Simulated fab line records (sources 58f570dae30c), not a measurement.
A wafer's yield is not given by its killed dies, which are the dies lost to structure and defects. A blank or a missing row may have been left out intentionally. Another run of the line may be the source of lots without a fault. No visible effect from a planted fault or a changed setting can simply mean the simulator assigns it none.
Which tool is to blame? :: flow berkeley_cmos170 :: 7 lots, 21 wafers sampled, at 3 steps of a route of 331

## WHAT EACH GAUGE READ, for each wafer
UCB170_PSD_TW_MEAS_10.
lot: L322
measured: day 7 23:09
on: film_metro-01
PSD_TW: 2282 2289 2287

lot: L325
measured: day 8 08:58
on: film_metro-04
PSD_TW: 2332 2335 2325

lot: L327
measured: day 8 17:21
on: film_metro-01
PSD_TW: 2304 2301 2298

lot: L330
measured: day 9 18:57
on: film_metro-02
PSD_TW: 2306 2327 2313

lot: L339
measured: day 11 11:25
on: film_metro-04
PSD_TW: 1923 1931 1927

lot: L338
measured: day 11 10:56
on: film_metro-04
PSD_TW: 2324 2339 2340

lot: L343
measured: day 13 00:00
on: film_metro-04
PSD_TW: 2326 2317 2326

## EACH LOT AND THE TOOL THAT RAN IT (in order: tool; ch and the chambers of the sampled wafers; start)
lot: L322
UCB170_PSD_IMPLANT_08: implanter-03 ch 0, day 7 22:55
UCB170_PSD_STRIP_09: plasma_asher-02 ch 0,1, day 7 23:02

lot: L325
UCB170_PSD_IMPLANT_08: implanter-04 ch 0, day 8 08:43
UCB170_PSD_STRIP_09: plasma_asher-01 ch 0,1, day 8 08:52

lot: L327
UCB170_PSD_IMPLANT_08: implanter-03 ch 0, day 8 17:07
UCB170_PSD_STRIP_09: plasma_asher-03 ch 0,1, day 8 17:14

lot: L330
UCB170_PSD_IMPLANT_08: implanter-04 ch 0, day 9 18:42
UCB170_PSD_STRIP_09: plasma_asher-02 ch 0,1, day 9 18:51

lot: L339
UCB170_PSD_IMPLANT_08: implanter-01 ch 0, day 11 11:10
UCB170_PSD_STRIP_09: plasma_asher-01 ch 0,1, day 11 11:18

lot: L338
UCB170_PSD_IMPLANT_08: implanter-04 ch 0, day 11 10:43
UCB170_PSD_STRIP_09: plasma_asher-01 ch 0,1, day 11 10:50

lot: L343
UCB170_PSD_IMPLANT_08: implanter-03 ch 0, day 12 23:47
UCB170_PSD_STRIP_09: plasma_asher-01 ch 0,1, day 12 23:55
- UCB170_PSD_IMPLANT_08
- UCB170_PSD_STRIP_09: strips in O2.

## THE ANSWER, worked out from the rows above alone
Rule: what is usual is taken from the lots themselves. The widest of any qualifying gaps counts: lots, ordered by their means at a reading, are off when they make up no more than a third of the lots, leave a main group of 4 or more, and stand apart from it by 3 or more times the standard deviation of that group's means. Not used: any main group whose means are identical at the precision the tables above print for the reading. A lot without any number at a reading at which 4 lots or more have one is off too. Any other lot the step has rows for is counted as sound.
Off: L339, seen at UCB170_PSD_TW_MEAS_10 (PSD_TW). The main group has a mean of 2315 with a standard deviation of 17.
A tool fits if, at a process step before that reading, it ran every lot that is off, and no sound lot after the first of them. Those tools and the gauges at UCB170_PSD_TW_MEAS_10 are tried in the same way. One candidate fits, namely implanter-01 at UCB170_PSD_IMPLANT_08. It ran no sound lot before its first lot that is off in this sample, so the start can't be narrowed down.

## WHAT THE SIMULATOR PUT IN
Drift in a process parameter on implanter-01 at UCB170_PSD_IMPLANT_08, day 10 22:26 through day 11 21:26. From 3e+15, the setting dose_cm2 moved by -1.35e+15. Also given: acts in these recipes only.
Struck lots among those shown: L339. This agrees with what the rule above found.
